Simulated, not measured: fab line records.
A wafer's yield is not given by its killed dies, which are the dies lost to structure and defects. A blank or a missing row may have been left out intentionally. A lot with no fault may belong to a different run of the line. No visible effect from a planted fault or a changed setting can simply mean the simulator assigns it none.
Which tool did it? ; flow rit-cmos ; Sampling: 13 lots, 39 wafers, 3 of 202 route steps

== WHAT THE GAUGES SHOWED, per wafer ==
RIT_PWELL_OVL_MEAS_06. Usual: PWELL_OVL typically reads -0.5 nm, with standard deviation 1.3.
lot;measured;on;PWELL_OVL (nm);flag
L573;day 2 03:29;overlay-02;-0.6 0.8 -0.4;
L574;day 2 05:57;overlay-02;-1.2 -1.2 -0.5;
L579;day 3 08:08;overlay-01;-2.2 -3.6 -4.2;
L580;day 3 11:04;overlay-02;-1.3 -1.9 -0.5;
L581;day 3 16:02;overlay-01;-0.2 -0.7 -1.3;
L582;day 3 21:35;overlay-02;-2.1 -0.7 -1.6;
L583;day 4 06:29;overlay-01;- - -;OFF
L585;day 4 14:17;overlay-02;-1.6 1.0 -0.7;
L588;day 5 03:57;overlay-02;-1.0 -0.4 0.1;
L590;day 5 13:55;overlay-01;0.6 1.1 -0.5;
L592;day 6 00:25;overlay-02;2.3 0.8 0.7;
L593;day 6 05:58;overlay-01;2.0 1.0 -0.9;
L595;day 6 13:49;overlay-02;0.4 -1.1 0.4;

RIT_PWELL_TW_MEAS_10. Usual: PWELL_TW typically reads 955, with standard deviation 6.2.
lot;measured;on;PWELL_TW;flag
L573;day 2 04:06;film-metro-03;953 955 962;
L574;day 2 06:34;film-metro-02;952 954 949;
L579;day 3 08:44;film-metro-03;965 964 958;
L580;day 3 11:41;film-metro-02;947 947 950;
L581;day 3 16:39;film-metro-01;962 964 964;
L582;day 3 22:13;film-metro-01;969 971 974;
L583;day 4 07:05;film-metro-02;30 30 30;OFF
L585;day 4 14:53;film-metro-01;949 958 963;
L588;day 5 04:34;film-metro-03;957 959 952;
L590;day 5 14:32;film-metro-02;949 946 946;
L592;day 6 01:02;film-metro-01;956 953 955;
L593;day 6 06:35;film-metro-02;954 950 953;
L595;day 6 14:25;film-metro-01;956 957 957;

== WHICH TOOL RAN EACH LOT (tool, then ch and the chambers of the sampled wafers, then the start) ==
lot;RIT_PWELL_EXPOSE_03
L573;iline-stepper-02 ch 0, day 2 03:05
L574;iline-stepper-02 ch 0, day 2 05:32
L579;iline-stepper-01 ch 0, day 3 07:42
L580;iline-stepper-01 ch 0, day 3 10:40
L581;iline-stepper-01 ch 0, day 3 15:37
L582;iline-stepper-01 ch 0, day 3 21:11
L583;iline-stepper-01 ch 0, day 4 06:03
L585;iline-stepper-01 ch 0, day 4 13:51
L588;iline-stepper-02 ch 0, day 5 03:31
L590;iline-stepper-02 ch 0, day 5 13:30
L592;iline-stepper-01 ch 0, day 5 23:59
L593;iline-stepper-01 ch 0, day 6 05:32
L595;iline-stepper-01 ch 0, day 6 13:23
- RIT_PWELL_EXPOSE_03: exposes mask M3, target cd 43700 nm.

== AS READ BY THE TOOLS THEMSELVES (means over the sampled wafers that have a number; for cases with no such wafer, the mark the record gives instead) ==
RIT_PWELL_EXPOSE_03. Usual: stage-vel-mm-s 499.99 mm/s, standard deviation 0.25.
lot;tool;stage-vel-mm-s (mm/s);flag
L573;iline-stepper-02;500.17;
L574;iline-stepper-02;500.13;
L579;iline-stepper-01;500.01;
L580;iline-stepper-01;500.12;
L581;iline-stepper-01;500.15;
L582;iline-stepper-01;500.19;
L583;iline-stepper-01;500.33;
L585;iline-stepper-01;499.75;
L588;iline-stepper-02;499.75;
L590;iline-stepper-02;500.02;
L592;iline-stepper-01;500.04;
L593;iline-stepper-01;500.23;
L595;iline-stepper-01;499.81;

== THE ANSWER, worked out from the rows above alone ==
Rule: lot off if the mean of its wafers having a number is beyond 3 standard deviations from the usual mean. A lot without any number at a reading at which 4 lots or more have one is off too. Where the step has rows for the other lots, those lots are counted as sound. The gauges are gone through in route order, then the tools' own readings, and for those a lot's mean is taken as printed above. At the first step where some lot is off, the reading lying furthest off is the one used; lots without a number count as furthest.
Off: at RIT_PWELL_OVL_MEAS_06 (PWELL_OVL), L583. Without a number there: L583.
A tool fits if, at a process step before that reading, it ran every lot that is off, and no sound lot after the first of them. The gauges at RIT_PWELL_OVL_MEAS_06 aren't tried: what is off there is off at RIT_PWELL_TW_MEAS_10 too, on other tools, and a gauge's error can't cause that. No candidate that was tried fits.

== WHAT THE SIMULATOR HAD PUT IN ==
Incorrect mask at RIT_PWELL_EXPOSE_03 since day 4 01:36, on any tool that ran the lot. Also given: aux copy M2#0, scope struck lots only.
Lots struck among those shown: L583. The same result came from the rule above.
